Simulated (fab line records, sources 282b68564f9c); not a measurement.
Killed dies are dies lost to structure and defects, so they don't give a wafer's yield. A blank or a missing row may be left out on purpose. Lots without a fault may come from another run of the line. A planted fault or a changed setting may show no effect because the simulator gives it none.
A struck lot beside a sound one | flow rit_cmos | 14 steps out of a route of 202
Sound: wafers L556.4, L556.5, L556.6. Struck: wafers L559.1, L559.2, L559.5. The cause comes at the end.
At each step with rows: each side's tool, then ch and its chambers, then its first start. Under that, the readings that differ: sound wafers | struck wafers | difference of the means | sigmas: that difference in standard deviations of wafers without a fault.
alike: readings whose means differ by less than 2 such deviations, and words and numbers that are the same on both sides. not compared: withheld readings, readings that some wafer has no value for, bounds like >300 that may hide the same value, and numbers for which the record gives no deviation and whose values overlap.
The two part at a step that has a row with sigmas, a row that says differs or no value, or rows on one side only. Numbers that don't overlap but have no deviation are shown without sigmas and don't part them. A reading that every wafer of one side lacks parts them only if that side has two wafers or more.

first, 1 step without rows for these wafers: RIT_NLDD_IMPLANT_08.
RIT_NLDD_STRIP_09: strips in O2, time 180 s.
  sound on plasma_asher-04 ch 0,1, day 4 01:08; struck on plasma_asher-03 ch 0,1, day 4 16:56
  alike: chamber_pressure_mTorr, drypump_motor_current_A
  not compared: rf_hours_counter_h
RIT_NLDD_TW_MEAS_10:
  sound on film_metro-03, day 4 01:17; struck on film_metro-02, day 4 17:07
  alike: NLDD_TW
then, 6 steps without rows for these wafers: RIT_PLDD_HMDS_00 (prime time 60 s); RIT_PLDD_COAT_01 (resist thk 1000 nm); RIT_PLDD_SOFTBAKE_02 (time 60 s); RIT_PLDD_EXPOSE_03 (exposes mask M8, target cd 40900 nm); RIT_PLDD_PEB_04; RIT_PLDD_DEVELOP_05 (develop time 50 s).
RIT_PLDD_OVL_MEAS_06:
  sound on overlay-02, day 4 02:19; struck on overlay-01, day 4 18:01
  alike: PLDD_OVL
then, 2 steps without rows for these wafers: RIT_PLDD_HARDBAKE_07 (time 60 s); RIT_PLDD_IMPLANT_08.
RIT_PLDD_STRIP_09: strips in O2, time 180 s.
  sound on plasma_asher-04 ch 0,1, day 4 02:41; struck on plasma_asher-04 ch 0,1, day 4 18:22
  no value came back on the struck wafers for chamber_pressure_mTorr (mTorr), drypump_motor_current_A (A); on the sound wafers chamber_pressure_mTorr (mTorr) reads 4000 3993 3999
  reading                                   | sound | struck            | difference | sigmas
  model.NOVOLAK_of_PLDD_COAT_01.thk_nm (nm) | 0 0 0 | 885.2 884.5 884.2 | +884.6     |
  not compared: rf_hours_counter_h
RIT_PLDD_TW_MEAS_10:
  sound on film_metro-04, day 4 02:50; struck on film_metro-04, day 4 18:32
  alike: PLDD_TW

WHERE THEY PART
Only at RIT_PLDD_STRIP_09, within this record. Later steps at which nothing parts them and some readings are alike: RIT_PLDD_TW_MEAS_10.

WHY: what the simulator had put in
Skipped step whole: plasma_asher-04, from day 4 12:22 on, at RIT_PLDD_STRIP_09. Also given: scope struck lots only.
